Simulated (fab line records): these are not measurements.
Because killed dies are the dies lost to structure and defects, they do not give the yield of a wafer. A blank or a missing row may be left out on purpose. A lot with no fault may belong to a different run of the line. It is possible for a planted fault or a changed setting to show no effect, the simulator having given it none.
Lot-split experiment :: flow berkeleyCmos170 :: 27 wafers read across 5 lots, on a route 331 steps long

## ABOUT THE SPLIT
At UCB170_M2_METAL_ETCH_18 (etches Al in Cl2/BCl3, stops on SiO2, target depth 1170 nm, time 195 s), the setting timeS was moved away from the recipe's 195 s on 9 of the 27 wafers read, by -45.3% to +58.3%. This setting was run at the recipe's value on the other wafers.

## FROM SPLIT TO READING: 1 step shown by the file between the two
- UCB170_M2_STRIP_19: strips in O2

## THE READING
At UCB170_M2_CD_MEAS_90: cdNm in nanometres, against a target cd of 700 nm. On this fab line, fault-free wafers typically give 698 nm with a standard deviation of 3.5 nm.

wafer: L075.1
tool, chamber at the split: rieMetal-02, 1
timeS as run, s: 195
against the recipe: recipe
cdNm, nm: 697
against lot-mates on the recipe: -

wafer: L075.2
tool, chamber at the split: rieMetal-02, 0
timeS as run, s: 300.1
against the recipe: +53.9%
cdNm, nm: 674
against lot-mates on the recipe: -24

wafer: L075.3
tool, chamber at the split: rieMetal-02, 0
timeS as run, s: 195
against the recipe: recipe
cdNm, nm: 697
against lot-mates on the recipe: -

wafer: L075.4
tool, chamber at the split: rieMetal-02, 1
timeS as run, s: 300.1
against the recipe: +53.9%
cdNm, nm: 674
against lot-mates on the recipe: -24

wafer: L075.5
tool, chamber at the split: rieMetal-02, 1
timeS as run, s: 300.1
against the recipe: +53.9%
cdNm, nm: 671
against lot-mates on the recipe: -27

wafer: L075.6
tool, chamber at the split: rieMetal-02, 0
timeS as run, s: 195
against the recipe: recipe
cdNm, nm: 699
against lot-mates on the recipe: -

wafer: L077.1
tool, chamber at the split: rieMetal-02, 1
timeS as run, s: 195
against the recipe: recipe
cdNm, nm: 695
against lot-mates on the recipe: -

wafer: L077.2
tool, chamber at the split: rieMetal-02, 0
timeS as run, s: 195
against the recipe: recipe
cdNm, nm: 702
against lot-mates on the recipe: -

wafer: L077.3
tool, chamber at the split: rieMetal-02, 1
timeS as run, s: 195
against the recipe: recipe
cdNm, nm: 695
against lot-mates on the recipe: -

wafer: L077.4
tool, chamber at the split: rieMetal-02, 0
timeS as run, s: 195
against the recipe: recipe
cdNm, nm: 699
against lot-mates on the recipe: -

wafer: L077.5
tool, chamber at the split: rieMetal-02, 1
timeS as run, s: 195
against the recipe: recipe
cdNm, nm: 701
against lot-mates on the recipe: -

wafer: L077.6
tool, chamber at the split: rieMetal-02, 0
timeS as run, s: 195
against the recipe: recipe
cdNm, nm: 700
against lot-mates on the recipe: -

wafer: L076.1
tool, chamber at the split: rieMetal-04, 1
timeS as run, s: 195
against the recipe: recipe
cdNm, nm: 701
against lot-mates on the recipe: -

wafer: L076.2
tool, chamber at the split: rieMetal-04, 0
timeS as run, s: 308.7
against the recipe: +58.3%
cdNm, nm: 666
against lot-mates on the recipe: -34

wafer: L076.3
tool, chamber at the split: rieMetal-04, 0
timeS as run, s: 308.7
against the recipe: +58.3%
cdNm, nm: 666
against lot-mates on the recipe: -34

wafer: L076.4
tool, chamber at the split: rieMetal-04, 1
timeS as run, s: 195
against the recipe: recipe
cdNm, nm: 700
against lot-mates on the recipe: -

wafer: L076.5
tool, chamber at the split: rieMetal-04, 1
timeS as run, s: 195
against the recipe: recipe
cdNm, nm: 698
against lot-mates on the recipe: -

wafer: L076.6
tool, chamber at the split: rieMetal-04, 0
timeS as run, s: 308.7
against the recipe: +58.3%
cdNm, nm: 666
against lot-mates on the recipe: -34

wafer: L081.2
tool, chamber at the split: rieMetal-02, 0
timeS as run, s: 195
against the recipe: recipe
cdNm, nm: 698
against lot-mates on the recipe: -

wafer: L081.4
tool, chamber at the split: rieMetal-02, 1
timeS as run, s: 195
against the recipe: recipe
cdNm, nm: 702
against lot-mates on the recipe: -

wafer: L081.6
tool, chamber at the split: rieMetal-02, 1
timeS as run, s: 195
against the recipe: recipe
cdNm, nm: 701
against lot-mates on the recipe: -

wafer: L078.1
tool, chamber at the split: rieMetal-01, 0
timeS as run, s: 106.7
against the recipe: -45.3%
cdNm, nm: 720
against lot-mates on the recipe: +23

wafer: L078.2
tool, chamber at the split: rieMetal-01, 0
timeS as run, s: 106.7
against the recipe: -45.3%
cdNm, nm: 719
against lot-mates on the recipe: +22

wafer: L078.3
tool, chamber at the split: rieMetal-01, 0
timeS as run, s: 195
against the recipe: recipe
cdNm, nm: 698
against lot-mates on the recipe: -

wafer: L078.4
tool, chamber at the split: rieMetal-01, 0
timeS as run, s: 106.7
against the recipe: -45.3%
cdNm, nm: 721
against lot-mates on the recipe: +24

wafer: L078.5
tool, chamber at the split: rieMetal-01, 0
timeS as run, s: 195
against the recipe: recipe
cdNm, nm: 696
against lot-mates on the recipe: -

wafer: L078.6
tool, chamber at the split: rieMetal-01, 0
timeS as run, s: 195
against the recipe: recipe
cdNm, nm: 698
against lot-mates on the recipe: -

THE FIT
A straight line over all 27 wafers: cdNm changes by -0.507 nm for each +1% of timeS; r = -0.99; the points scatter about the line by 2.3 nm.
The same after taking each lot's own level away (the mean of its wafers on the recipe; 27 wafers): -0.516 nm for each +1%; r = -0.99; scatter 2.4 nm.
That fit puts the effect of the largest move of timeS on the reading at 30 nm.
The span of the lots' own levels, 697.3 to 700.3 nm, comes to 0.9 times the standard deviation stated above.
Consequently the slope shifts little with the lot-to-lot level, the two slopes agreeing.
Check: -29.6 nm against its lot-mates is what the line predicts for one of the wafers moved furthest among these (+58.3%) when that wafer is left out of the fit. It came out at -33.7 nm against them.
Tool readings at the split's step, against how far the setting was moved: oesProductAu r = -0.79.

## THE WHOLE CHAIN: every reading that the file lists as answering this split, in the file's order
step: UCB170_M2_METAL_ETCH_18
what it does: etches Al in Cl2/BCl3, stops on SiO2, target depth 1170 nm, time 195 s
reading: oesProductAu
change (the file's fit): not straight: 0.993 at the lowest setting, 0.862 at the recipe, 0.806 at the highest
r (the file's): not given

step: UCB170_M2_METAL_ETCH_18
what it does: etches Al in Cl2/BCl3, stops on SiO2, target depth 1170 nm, time 195 s
reading: M2.featureDepthNm (the simulator's own value, which no gauge read)
change (the file's fit): not straight: 656.1 at the lowest setting, 958.3 at the recipe, 1001 at the highest
r (the file's): not given

step: UCB170_M2_METAL_ETCH_18
what it does: etches Al in Cl2/BCl3, stops on SiO2, target depth 1170 nm, time 195 s
reading: KrF_of_M2_COAT_10.thkNm (the simulator's own value, which no gauge read)
change (the file's fit): -4.69 nm for each +1% of the setting
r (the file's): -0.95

step: UCB170_M2_STRIP_19
what it does: strips in O2
reading: oesProductAu
change (the file's fit): -0.00427 a.u. for each +1% of the setting
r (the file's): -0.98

step: UCB170_M2_CD_MEAS_90
what it does: target cd 700 nm
reading: cdNm
change (the file's fit): -0.517 nm for each +1% of the setting
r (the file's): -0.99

## THE FILE'S OWN FIT
cdNm changes by -0.517 nm for each +1% of timeS, r = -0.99.
